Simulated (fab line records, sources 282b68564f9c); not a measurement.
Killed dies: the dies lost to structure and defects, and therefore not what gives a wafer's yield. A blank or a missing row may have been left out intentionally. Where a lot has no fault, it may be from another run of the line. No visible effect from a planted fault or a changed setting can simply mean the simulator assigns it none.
Which of the tools did it? :: flow rit-cmos :: Sampling: 13 lots, 39 wafers, 6 of 202 route steps

WHAT THE GAUGES READ, wafer by wafer
RIT_PSD_OVL_MEAS_06.
lot: L979
measured: day 3 11:02
on: overlay-01
PSD_OVL (nm): 1.0 0.3 -0.3

lot: L980
measured: day 3 15:21
on: overlay-01
PSD_OVL (nm): -0.8 -1.5 -0.1

lot: L981
measured: day 3 19:41
on: overlay-02
PSD_OVL (nm): 0.5 -1.1 -1.8

lot: L983
measured: day 4 08:15
on: overlay-01
PSD_OVL (nm): 0.1 -1.2 -0.6

lot: L984
measured: day 4 12:31
on: overlay-01
PSD_OVL (nm): -1.2 2.0 0.8

lot: L985
measured: day 4 16:55
on: overlay-01
PSD_OVL (nm): -0.5 -0.6 0.6

lot: L995
measured: day 6 13:50
on: overlay-02
PSD_OVL (nm): 1.5 0.8 0.1

lot: L998
measured: day 7 04:02
on: overlay-02
PSD_OVL (nm): -0.7 -0.4 -0.7

lot: L997
measured: day 7 06:40
on: overlay-02
PSD_OVL (nm): -1.3 -0.1 0.0

lot: L999
measured: day 8 03:02
on: overlay-02
PSD_OVL (nm): 0.3 1.0 0.9

lot: L101
measured: day 8 03:20
on: overlay-02
PSD_OVL (nm): 1.6 0.3 -0.5

lot: L100
measured: day 8 03:37
on: overlay-01
PSD_OVL (nm): -3.1 -0.8 -2.0

lot: L102
measured: day 8 10:46
on: overlay-02
PSD_OVL (nm): -2.0 -2.0 -2.5

RIT_M1_RS_MEAS_01: a four-point-probe measurement.
lot: L979
measured: day 3 15:34
on: film-metro-01
M1_AL_RS (ohm/sq): 0.0747 0.0746 0.0747

lot: L980
measured: day 3 20:04
on: film-metro-02
M1_AL_RS (ohm/sq): 0.0735 0.0748 0.0749

lot: L981
measured: day 4 00:20
on: film-metro-04
M1_AL_RS (ohm/sq): 0.0730 0.0736 0.0737

lot: L983
measured: day 4 12:49
on: film-metro-02
M1_AL_RS (ohm/sq): 0.1054 0.0735 0.0732 0.1053 0.0735 0.0733

lot: L984
measured: day 4 17:28
on: film-metro-02
M1_AL_RS (ohm/sq): 0.0751 0.0750 0.0746

lot: L985
measured: day 4 21:37
on: film-metro-04
M1_AL_RS (ohm/sq): 0.0729 0.1074 0.0747 0.0728 0.1076 0.0746

lot: L995
measured: day 6 18:32
on: film-metro-01
M1_AL_RS (ohm/sq): 0.0754 0.0755 0.0744

lot: L998
measured: day 7 08:38
on: film-metro-01
M1_AL_RS (ohm/sq): 0.0746 0.0739 0.0748

lot: L997
measured: day 7 11:20
on: film-metro-01
M1_AL_RS (ohm/sq): 0.0746 0.0742 0.0746

lot: L999
measured: day 8 08:07
on: film-metro-01
M1_AL_RS (ohm/sq): 0.0733 0.0740 0.0733

lot: L101
measured: day 8 08:39
on: film-metro-04
M1_AL_RS (ohm/sq): 0.0739 0.0732 0.0739

lot: L100
measured: day 8 08:45
on: film-metro-02
M1_AL_RS (ohm/sq): 0.0740 0.0745 0.0737

lot: L102
measured: day 8 15:30
on: film-metro-01
M1_AL_RS (ohm/sq): 0.0738 0.0744 0.0749

RIT_M1_THK_MEAS_02: measures by xrf.
lot: L979
measured: day 3 15:41
on: film-metro-01
M1_AL_THK (nm): 398 401 397

lot: L980
measured: day 3 20:11
on: film-metro-02
M1_AL_THK (nm): 407 404 402

lot: L981
measured: day 4 00:27
on: film-metro-04
M1_AL_THK (nm): 410 406 405

lot: L983
measured: day 4 20:47
on: film-metro-02
M1_AL_THK (nm): 289 409 410 289 410 409

lot: L984
measured: day 4 17:34
on: film-metro-02
M1_AL_THK (nm): 403 401 403

lot: L985
measured: day 5 00:29
on: film-metro-04
M1_AL_THK (nm): 411 282 402 413 280 401

lot: L995
measured: day 6 18:38
on: film-metro-01
M1_AL_THK (nm): 397 395 398

lot: L998
measured: day 7 08:45
on: film-metro-01
M1_AL_THK (nm): 400 399 396

lot: L997
measured: day 7 11:27
on: film-metro-01
M1_AL_THK (nm): 399 402 399

lot: L999
measured: day 8 08:13
on: film-metro-01
M1_AL_THK (nm): 403 401 403

lot: L101
measured: day 8 08:44
on: film-metro-04
M1_AL_THK (nm): 403 406 404

lot: L100
measured: day 8 08:52
on: film-metro-02
M1_AL_THK (nm): 405 403 407

lot: L102
measured: day 8 15:37
on: film-metro-01
M1_AL_THK (nm): 403 396 393

WHICH TOOL RAN EACH LOT (tool, then ch and the chambers of the sampled wafers, then the start)
lot: L979
RIT_PSD_STRIP_09: plasma-asher-03 ch 1, day 3 11:22
RIT_CONTACT_CVD_00: pecvd-03 ch 0,2, day 3 13:01
RIT_M1_SPUTTER_00: pvd-sputter-04, day 3 15:16

lot: L980
RIT_PSD_STRIP_09: plasma-asher-03 ch 0,1, day 3 15:41
RIT_CONTACT_CVD_00: pecvd-04 ch 0,1,2, day 3 17:21
RIT_M1_SPUTTER_00: pvd-sputter-01, day 3 19:46

lot: L981
RIT_PSD_STRIP_09: plasma-asher-04 ch 0,1, day 3 20:02
RIT_CONTACT_CVD_00: pecvd-02 ch 1,2, day 3 21:41
RIT_M1_SPUTTER_00: pvd-sputter-04, day 4 00:02

lot: L983
RIT_PSD_STRIP_09: plasma-asher-04 ch 0,1, day 4 08:35
RIT_CONTACT_CVD_00: pecvd-04 ch 1,2, day 4 10:18
RIT_M1_SPUTTER_00: pvd-sputter-01, day 4 12:31

lot: L984
RIT_PSD_STRIP_09: plasma-asher-04 ch 0,1, day 4 12:50
RIT_CONTACT_CVD_00: pecvd-02 ch 0,1, day 4 14:31
RIT_M1_SPUTTER_00: pvd-sputter-04, day 4 17:09

lot: L985
RIT_PSD_STRIP_09: plasma-asher-04 ch 0, day 4 17:14
RIT_CONTACT_CVD_00: pecvd-03 ch 0,1,2, day 4 18:55
RIT_M1_SPUTTER_00: pvd-sputter-01, day 4 21:20

lot: L995
RIT_PSD_STRIP_09: plasma-asher-04 ch 0,1, day 6 14:15
RIT_CONTACT_CVD_00: pecvd-04 ch 0,1,2, day 6 15:59
RIT_M1_SPUTTER_00: pvd-sputter-04, day 6 18:11

lot: L998
RIT_PSD_STRIP_09: plasma-asher-03 ch 0,1, day 7 04:23
RIT_CONTACT_CVD_00: pecvd-02 ch 0,1,2, day 7 06:06
RIT_M1_SPUTTER_00: pvd-sputter-04, day 7 08:20

lot: L997
RIT_PSD_STRIP_09: plasma-asher-04 ch 0,1, day 7 07:00
RIT_CONTACT_CVD_00: pecvd-04 ch 1,2, day 7 08:41
RIT_M1_SPUTTER_00: pvd-sputter-01, day 7 11:02

lot: L999
RIT_PSD_STRIP_09: plasma-asher-03 ch 1, day 8 03:27
RIT_CONTACT_CVD_00: pecvd-03 ch 0,2, day 8 05:07
RIT_M1_SPUTTER_00: pvd-sputter-01, day 8 07:47

lot: L101
RIT_PSD_STRIP_09: plasma-asher-04 ch 0,1, day 8 03:53
RIT_CONTACT_CVD_00: pecvd-02 ch 0,1,2, day 8 05:31
RIT_M1_SPUTTER_00: pvd-sputter-03, day 8 08:18

lot: L100
RIT_PSD_STRIP_09: plasma-asher-02 ch 1, day 8 03:56
RIT_CONTACT_CVD_00: pecvd-04 ch 0,1,2, day 8 05:41
RIT_M1_SPUTTER_00: pvd-sputter-04, day 8 08:26

lot: L102
RIT_PSD_STRIP_09: plasma-asher-04 ch 0,1, day 8 11:06
RIT_CONTACT_CVD_00: pecvd-03 ch 0,1, day 8 12:48
RIT_M1_SPUTTER_00: pvd-sputter-01, day 8 15:11
- RIT_PSD_STRIP_09: strips in O2, time 180 s.
- RIT_CONTACT_CVD_00: deposits SiO2 from TEOS, target thk 400 nm, time 61 s.
- RIT_M1_SPUTTER_00: material Al, target thk 400 nm, time 500 s.

AS READ BY THE TOOLS THEMSELVES (means over the sampled wafers that have a number; for cases with no such wafer, the mark the record gives instead)
RIT_PSD_STRIP_09.
lot: L979
tool: plasma-asher-03
drypump-motor-current-A (A): 6.4

lot: L980
tool: plasma-asher-03
drypump-motor-current-A (A): 5.9

lot: L981
tool: plasma-asher-04
drypump-motor-current-A (A): 6.1

lot: L983
tool: plasma-asher-04
drypump-motor-current-A (A): 6.2

lot: L984
tool: plasma-asher-04
drypump-motor-current-A (A): 6.2

lot: L985
tool: plasma-asher-04
drypump-motor-current-A (A): 6.2

lot: L995
tool: plasma-asher-04
drypump-motor-current-A (A): 6.2

lot: L998
tool: plasma-asher-03
drypump-motor-current-A (A): 5.8

lot: L997
tool: plasma-asher-04
drypump-motor-current-A (A): 6.2

lot: L999
tool: plasma-asher-03
drypump-motor-current-A (A): 6.4

lot: L101
tool: plasma-asher-04
drypump-motor-current-A (A): 6.1

lot: L100
tool: plasma-asher-02
drypump-motor-current-A (A): 4.9

lot: L102
tool: plasma-asher-04
drypump-motor-current-A (A): 6.1

RIT_CONTACT_CVD_00.
lot: L979
tool: pecvd-03
heater-power-w (W): 332

lot: L980
tool: pecvd-04
heater-power-w (W): 316

lot: L981
tool: pecvd-02
heater-power-w (W): 254

lot: L983
tool: pecvd-04
heater-power-w (W): 333

lot: L984
tool: pecvd-02
heater-power-w (W): 278

lot: L985
tool: pecvd-03
heater-power-w (W): 298

lot: L995
tool: pecvd-04
heater-power-w (W): 320

lot: L998
tool: pecvd-02
heater-power-w (W): 301

lot: L997
tool: pecvd-04
heater-power-w (W): 292

lot: L999
tool: pecvd-03
heater-power-w (W): 336

lot: L101
tool: pecvd-02
heater-power-w (W): 320

lot: L100
tool: pecvd-04
heater-power-w (W): 349

lot: L102
tool: pecvd-03
heater-power-w (W): 262

RIT_M1_SPUTTER_00.
lot: L979
tool: pvd-sputter-04
throttle-valve-pct (%): 28.3

lot: L980
tool: pvd-sputter-01
throttle-valve-pct (%): 30.0

lot: L981
tool: pvd-sputter-04
throttle-valve-pct (%): 30.3

lot: L983
tool: pvd-sputter-01
throttle-valve-pct (%): 30.5

lot: L984
tool: pvd-sputter-04
throttle-valve-pct (%): 28.9

lot: L985
tool: pvd-sputter-01
throttle-valve-pct (%): 30.2

lot: L995
tool: pvd-sputter-04
throttle-valve-pct (%): 29.1

lot: L998
tool: pvd-sputter-04
throttle-valve-pct (%): 29.4

lot: L997
tool: pvd-sputter-01
throttle-valve-pct (%): 30.5

lot: L999
tool: pvd-sputter-01
throttle-valve-pct (%): 30.4

lot: L101
tool: pvd-sputter-03
throttle-valve-pct (%): 29.7

lot: L100
tool: pvd-sputter-04
throttle-valve-pct (%): 28.9

lot: L102
tool: pvd-sputter-01
throttle-valve-pct (%): 30.5

THE ANSWER, worked out from the rows above alone
Rule: the lots themselves supply what counts as usual. The widest of any qualifying gaps counts: lots, ordered by their means at a reading, are off when they make up no more than a third of the lots, leave a main group of 4 or more, and stand apart from it by 3 or more times the standard deviation of that group's means. Not used: any main group whose means are identical at the precision the tables above print for the reading. Also off: a lot with no number at a reading for which 4 or more lots have one. The other lots that the step has rows for count as sound. The gauges are gone through in route order, then the tools' own readings, and for those a lot's mean is taken as printed above. At the first step where some lot is off, the reading lying furthest off is the one used; lots without a number count as furthest.
Off: at RIT_M1_RS_MEAS_01 (M1_AL_RS), L983, L985. Main group: mean 0.0743 ohm/sq, sd 0.00052.
If a tool, at a process step before that reading, ran all the lots that are off and no sound lot after the first of them, it fits. Gauges at RIT_M1_RS_MEAS_01: tried the same way as those tools. Not one of the candidates tried fits.

WHAT THE SIMULATOR HAD INSERTED
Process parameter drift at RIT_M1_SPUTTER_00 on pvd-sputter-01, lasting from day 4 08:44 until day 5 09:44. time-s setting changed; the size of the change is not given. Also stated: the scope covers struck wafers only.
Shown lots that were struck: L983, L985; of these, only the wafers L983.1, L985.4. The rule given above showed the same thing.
